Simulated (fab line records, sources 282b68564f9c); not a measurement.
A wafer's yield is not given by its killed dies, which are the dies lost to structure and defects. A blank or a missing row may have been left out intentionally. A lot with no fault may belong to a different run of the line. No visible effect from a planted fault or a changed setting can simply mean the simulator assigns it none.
A lot that was struck, set against a sound lot    flow ritCmos    44 out of 202 route steps
Sound: the wafers L307.1, L307.2, L307.4. Struck: wafers L321.1, L321.3, L321.5. The cause is given at the end.
For every step that has rows: the tool of each side, followed by ch and its chambers, followed by its first start. Under that, the readings that differ: sound wafers    struck wafers    difference of the means    sigmas: that difference in standard deviations of wafers without a fault.
alike: readings with means less than 2 such deviations apart, plus words and numbers identical on both sides. not compared: withheld readings, readings lacking a value on some wafer, bounds such as >300 that could conceal the same value, and numbers that have no deviation in the record and whose values overlap.
The two part at a step that has a row with sigmas, a row that says differs or no value, or rows on one side only. Non-overlapping numbers with no deviation appear without sigmas and do not part them. Lack of a reading on every wafer of one side parts them only where that side has two or more wafers.

first, 1 step without rows for these wafers: RIT_PRETRO_IMPLANT_08.
RIT_PRETRO_STRIP_09: strips in O2, time 180 s.
  sound on plasmaAsher-01 ch 0,1, day 2 13:26; struck on plasmaAsher-03 ch 0, day 5 06:56
  alike: drypumpMotorCurrentA, o2FlowSccm
  not compared: rfHoursCounterH
RIT_PRETRO_TW_MEAS_10:
  sound on filmMetro-03 at day 2 13:37; struck on filmMetro-02 at day 5 07:07
  alike: PRETRO_TW
then, 5 steps without rows for these wafers: RIT_GATE_WET_ETCH_00 (etches SiO2 in BOE, target depth 56 nm, time 60 s); RIT_GATE_CLEAN_01 (cleans in SC1, time 600 s); RIT_GATE_CLEAN_02 (cleans in dHF, time 30 s); RIT_GATE_CLEAN_03 (cleans in SC2, time 600 s); RIT_GATE_CLEAN_04 (cleans in dHF, time 60 s).
RIT_FOX2_THK_MEAS_91:
  sound on filmMetro-04 at day 2 14:07; struck on filmMetro-02 at day 5 07:37
  alike: FIELD_OXIDE_LEFT_2_THK
then, 2 steps without rows for these wafers: RIT_GATE_OXIDATION_05 (target thk 3 nm, ox time 270 s); RIT_GATE_ANNEAL_06 (time 600 s).
RIT_GATE_THK_MEAS_07:
  sound on filmMetro-04 at day 2 21:07; struck on filmMetro-02 at day 5 09:02
  alike: GATE_OXIDE_THK
RIT_GATE_CVD_08: deposits poly-Si from SiH4, target thk 250 nm, time 2220 s.
  sound on lpcvd-01 ch 0, day 2 22:20; struck on lpcvd-01 ch 1, day 5 09:06
reading                                  sound              struck             difference  sigmas
pressureMtorr (mTorr)                    299.5 300.6 300.2  450.1 450.3 450.4  +150.2      +99 or more
model.poly-Si_of_GATE_CVD_08.thkNm (nm)  247.9 248 244.8    307.3 306.4 305.8  +59.6       
  alike: sih4FlowSccm
RIT_GATE_THK_MEAS_09:
  sound on filmMetro-04 at day 2 23:58; struck on filmMetro-04 at day 5 10:43
reading             sound              struck             difference  sigmas
GATE_POLY_THK (nm)  248.0 248.1 244.9  307.6 306.3 306.0  +59.6       +24
then, 6 steps without rows for these wafers: RIT_GATE_HMDS_10 (prime time 60 s); RIT_GATE_COAT_11 (resist thk 850 nm); RIT_GATE_SOFTBAKE_12 (time 60 s); RIT_GATE_EXPOSE_13 (exposes mask M6, target cd 150 nm); RIT_GATE_PEB_14; RIT_GATE_DEVELOP_15 (develop time 50 s).
RIT_GATE_CD_MEAS_16: target cd 150 nm.
  sound on cdSem-02 at day 3 00:52; struck on cdSem-01 at day 5 11:41
  alike: cdNm
RIT_GATE_OVL_MEAS_17:
  sound on overlay-02 at day 3 00:59; struck on overlay-02 at day 5 11:49
  alike: GATE_OVL
then, 1 step without rows for these wafers: RIT_GATE_HARDBAKE_18 (time 60 s).
RIT_GATE_ETCH_19: etches poly-Si in SF6/CHF3/O2, stops on SiO2, time 165 s, target depth 312.5 nm.
  sound on rieSi-02 ch 0,1,2, day 3 01:11; struck on rieSi-02 ch 1,3, day 5 12:00
reading                         sound              struck             difference  sigmas
oesProductAu (a.u.)             0.848 0.834 0.841  0.991 0.973 0.964  +0.135      +12
model.GATE.featureDepthNm (nm)  247.9 248 244.8    307.2 306.4 305.8  +59.6       
model.etch.depthNm (nm)         247.9 248 244.8    307.2 306.4 305.8  +59.6       
  alike: drypumpMotorCurrentA, throttleValvePct
  not compared: rfHoursCounterH
RIT_GATE_STRIP_20: strips in O2, time 180 s.
  sound on plasmaAsher-03 ch 0,1, day 3 01:17; struck on plasmaAsher-03 ch 0,1, day 5 12:06
  alike: drypumpMotorCurrentA, o2FlowSccm
  not compared: rfHoursCounterH
RIT_GATE_CD_MEAS_90: target cd 150 nm.
  sound on cdSem-01 at day 3 01:28; struck on cdSem-02 at day 5 12:17
  alike: cdNm
then, 4 steps without rows for these wafers: RIT_REOX_CLEAN_00 (cleans in SC1, time 600 s); RIT_REOX_CLEAN_01 (cleans in dHF, time 30 s); RIT_REOX_CLEAN_02 (cleans in SC2, time 600 s); RIT_REOX_OXIDATION_03 (target thk 25.2 nm, ox time 5580 s).
RIT_REOX_THK_MEAS_04:
  sound on filmMetro-03 at day 3 09:00; struck on filmMetro-03 at day 5 16:05
reading              sound           struck          difference  sigmas
REOX_OXIDE_THK (nm)  26.3 26.3 25.9  25.0 25.4 24.6  -1.2        -2
then, 6 steps without rows for these wafers: RIT_NLDD_HMDS_00 (prime time 60 s); RIT_NLDD_COAT_01 (resist thk 1000 nm); RIT_NLDD_SOFTBAKE_02 (time 60 s); RIT_NLDD_EXPOSE_03 (exposes mask M7, target cd 40700 nm); RIT_NLDD_PEB_04; RIT_NLDD_DEVELOP_05 (develop time 50 s).
RIT_NLDD_OVL_MEAS_06:
  sound on overlay-01 at day 3 10:02; struck on overlay-01 at day 5 17:04
  alike: NLDD_OVL
then, 2 steps without rows for these wafers: RIT_NLDD_HARDBAKE_07 (time 60 s); RIT_NLDD_IMPLANT_08.
RIT_NLDD_STRIP_09: strips in O2, time 180 s.
  sound on plasmaAsher-02 ch 0,1, day 3 10:22; struck on plasmaAsher-04 ch 0,1, day 5 17:34
  alike: drypumpMotorCurrentA, o2FlowSccm
  not compared: rfHoursCounterH
RIT_NLDD_TW_MEAS_10:
  sound on filmMetro-01 at day 3 10:32; struck on filmMetro-04 at day 5 17:44
  alike: NLDD_TW
RIT_SDANNEAL_CLEAN_02: cleans in SC2, time 600 s.
  sound on wetBench-01 ch 0, day 3 18:10; struck on wetBench-04 ch 2, day 6 01:02
reading                                  sound              struck           difference  sigmas
model.poly-Si_of_GATE_CVD_08.thkNm (nm)  160.4 162.2 158.1  219.1 218.8 218  +58.4       
  alike: tempC
RIT_M1_PROBE_99:
  sound on prober-01 at day 4 03:15; struck on prober-01 at day 6 08:47
reading                                  sound              struck             difference  sigmas
model.etest.pmosTurned.rOnOhmUm          3610 3602 3597     3882 3915 3793     +260        
model.etest.nmos_0p3.rOnOhmUm            2154 2127 2141     2168 2180 2162     +29         
model.etest.nmosTurned.driveUaUm         321.6 317.9 327.9  268.4 262.2 274.3  -54.2       
model.etest.pmosTurned.driveUaUm         177.2 174.5 178.3  151.7 147.4 156.8  -24.7       
model.etest.nmosNarrow.driveUaUm         235.9 237 232      230.9 230.5 227.3  -5.4        
model.etest.nmos_0p3.driveUaUm           233.5 232.1 228.6  220.6 221.9 222.2  -9.8        
model.etest.polyCombOverSteps.overLimit  0 0 0              1 1 1              +1          
  not compared: model.etest.nmos_0p15.driveUaUm

== WHERE THEY PART ==
Last at RIT_REOX_THK_MEAS_04 as far as this record goes, first at RIT_GATE_CVD_08. Later steps at which nothing parts them and some readings are alike: RIT_NLDD_OVL_MEAS_06, RIT_NLDD_STRIP_09, RIT_NLDD_TW_MEAS_10, RIT_SDANNEAL_CLEAN_02.

WHY: whatever the simulator had introduced
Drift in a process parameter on lpcvd-01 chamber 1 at RIT_GATE_CVD_08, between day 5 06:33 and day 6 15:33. A move of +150 in setting pressureMtorr, from 300. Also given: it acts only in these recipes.
